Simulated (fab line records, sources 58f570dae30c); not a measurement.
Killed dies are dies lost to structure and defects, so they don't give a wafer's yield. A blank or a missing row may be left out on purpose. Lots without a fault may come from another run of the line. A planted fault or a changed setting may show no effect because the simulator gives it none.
One fault seen from 2 desks | flow berkeley_cmos170 | each desk has only its own numbers; what lay behind them comes last

THE TOOL OWNER'S DESK: pvd_sputter-04
The tool's own readings at UCB170_M1_SPUTTER_00 (material Al, target thk 600 nm, time 80 s): means of the sampled wafers that have a number, for each lot that ran on this tool. A lot is out of limits, marked OUT, if its mean lies more than 4 standard deviations from the usual mean; the brackets give that distance.
Columns: A = throttle_valve_pct at UCB170_M1_SPUTTER_00, usual 30.3 %
lot  | first seen here | A
L297 | day 8 16:09     | 29.8
L296 | day 8 19:10     | 29.3
L308 | day 11 04:40    | 29.5
L306 | day 11 05:59    | 30.4
This desk's finding: nothing out of limits on any of the 4 lots.

THE METROLOGY DESK
What the gauges read, lot by lot, whatever tool the lot ran on: means of the sampled wafers that have a number. A lot is out of limits, marked OUT, if its mean lies more than 4 standard deviations from the usual mean; the brackets give that distance.
Columns: A = NWELL_NITRIDE_THK at UCB170_NWELL_THK_MEAS_05, usual 224.3 nm; B = M1_AL_RS at UCB170_M1_RS_MEAS_01, usual 0.0487 ohm/sq; C = M1_AL_THK at UCB170_M1_THK_MEAS_02, usual 601 nm
lot  | first seen here | A     | B                 | C
L297 | day 2 15:07     | 225.2 | 0.0485            | 598
L296 | day 2 15:08     | 226.1 | 0.0484            | 609
L299 | day 3 14:19     | 224.6 | 0.0482            | 603
L304 | day 4 11:29     | 226.5 | 0.0484            | 601
L306 | day 5 04:58     | 221.1 | 0.0433 (-14) OUT  | 679 (+14) OUT
L308 | day 5 13:28     | 223.0 | 0.0463 (-6.2) OUT | 636 (+6.1) OUT
L309 | day 5 18:00     | 224.1 | 0.0484            | 600
L311 | day 5 18:01     | 222.1 | 0.0493            | 596
L310 | day 5 18:04     | 229.0 | 0.0488            | 601
L312 | day 6 01:50     | 222.3 | 0.0484            | 606
L313 | day 6 01:51     | 221.9 | 0.0491            | 597
L314 | day 6 01:52     | 221.5 | 0.0491            | 592
L316 | day 6 11:28     | 222.4 | 0.0486            | 597
L318 | day 6 20:35     | 225.4 | 0.0486            | 601
This desk's finding: out of limits on L306, L308; first on L308, day 11 04:43 (M1_AL_RS at UCB170_M1_RS_MEAS_01). In limits: L297, L296, L299, L304, L309, L311, L310, L312, L313, L314, L316, L318.

PUT TOGETHER
The metrology desk could have raised an alarm at day 11 04:43, on L306, L308.
The tool owner's desk saw nothing out of limits.
The tool owner's desk has L306, L308 on record, within its limits.
Of the lots named, all ran UCB170_M1_SPUTTER_00 on pvd_sputter-04.

WHAT THE SIMULATOR HAD PUT IN
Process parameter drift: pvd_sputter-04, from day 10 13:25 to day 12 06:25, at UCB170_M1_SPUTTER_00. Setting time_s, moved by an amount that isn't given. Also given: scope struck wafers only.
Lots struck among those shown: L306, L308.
Hours from the fault's start to each desk's first reading out of limits: the metrology desk, 15.
